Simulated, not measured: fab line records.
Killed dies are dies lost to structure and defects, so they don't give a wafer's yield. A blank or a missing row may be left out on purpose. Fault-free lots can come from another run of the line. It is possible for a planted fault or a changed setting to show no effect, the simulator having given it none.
A struck lot beside a sound one + flow berkeley_cmos170 + 13 steps out of a route of 331
Sound: wafers L925.2, L925.4, L925.5. The struck wafers were L918.1, L918.5, L918.6. Last of all comes the cause.
Each step with rows lists, per side, the tool, then ch with its chambers, then its first start. Under that, the readings that differ: sound wafers + struck wafers + difference of the means + sigmas: that difference in standard deviations of wafers without a fault.
alike: same words and numbers on both sides, and readings whose means sit less than 2 such deviations apart. not compared: any withheld reading, any reading some wafer has no value for, any bound like >300 that may hide the same value, and any number with overlapping values for which the record gives no deviation.
A row with sigmas, a row that says differs or no value, or rows on one side alone: a step with any of these is where the two part. When numbers do not overlap yet have no deviation, they are printed without sigmas and do not part them. A reading that every wafer of one side lacks parts them only if that side has two wafers or more.

UCB170_START_BOW_MEAS_00:
  sound on film_metro-01 at day 4 08:01; struck on film_metro-04 at day 2 21:00
  alike: INCOMING_BOW
then, 2 steps without rows for these wafers: UCB170_START_CLEAN_01 (cleans in dHF, time 60 s); UCB170_START_OXIDATION_02 (target thk 20 nm, ox time 1800 s).
UCB170_START_THK_MEAS_03:
  sound on film_metro-01 at day 4 10:02; struck on film_metro-03 at day 3 07:37
  alike: START_OXIDE_THK
then, 4 steps without rows for these wafers: UCB170_START_ANNEAL_04 (time 1200 s); UCB170_ZERO_HMDS_00 (prime time 60 s); UCB170_ZERO_COAT_01 (resist thk 900 nm); UCB170_ZERO_SOFTBAKE_02 (time 57.63 s).
UCB170_ZERO_EXPOSE_03: exposes mask PM MARKS, target cd 4000 nm.
  struck on krf_scanner-01, day 3 14:23; sound on krf_scanner-01 ch 0, day 4 17:23
  no value came back on the struck wafers for exposure_dose_mJ_cm2, focus_offset_nm (nm); on the sound wafers exposure_dose_mJ_cm2 reads 30.051 30.006 30.041
  alike: mask
then, 2 steps without rows for these wafers: UCB170_ZERO_PEB_04; UCB170_ZERO_DEVELOP_05 (develop time 45 s).
UCB170_ZERO_ETCH_06: etches SiO2 in CHF3/CF4/Ar, time 12 s.
  sound on rie_diel-03 ch 1,2, day 4 17:52; struck on rie_diel-03 ch 0,3, day 3 14:46
| reading                     | sound             | struck            | difference | sigmas |
|-----------------------------|-------------------|-------------------|------------|--------|
| CHF3_flow_sccm (sccm)       | 49.64 49.79 49.67 | 50.07 49.98 50.05 | +0.33      | +2     |
| drypump_motor_current_A (A) | 6.2 5.6 6.3       | 5.2 5.2 5.3       | -0.8       | -2     |
| oes_product_au (a.u.)       | 0.630 0.610 0.614 | 0.367 0.372 0.366 | -0.250     | -27    |
  alike: chamber_pressure_mTorr, throttle_valve_pct
  not compared: rf_hours_counter_h
UCB170_ZERO_STRIP_07: strips in O2.
  sound on plasma_asher-02 ch 0,1, day 4 17:53; struck on plasma_asher-04 ch 0,1, day 3 14:47
  alike: chamber_pressure_mTorr, drypump_motor_current_A, oes_product_au, strip_time_to_endpoint_s
  not compared: rf_hours_counter_h

## WHERE THEY PART
Earliest at UCB170_ZERO_EXPOSE_03; latest, in this record, at UCB170_ZERO_ETCH_06. Later steps at which nothing parts them and some readings are alike: UCB170_ZERO_STRIP_07.

WHY: what had been put in by the simulator
Step skipped in full: krf_scanner-01, at UCB170_ZERO_EXPOSE_03, from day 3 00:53 onward. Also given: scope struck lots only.
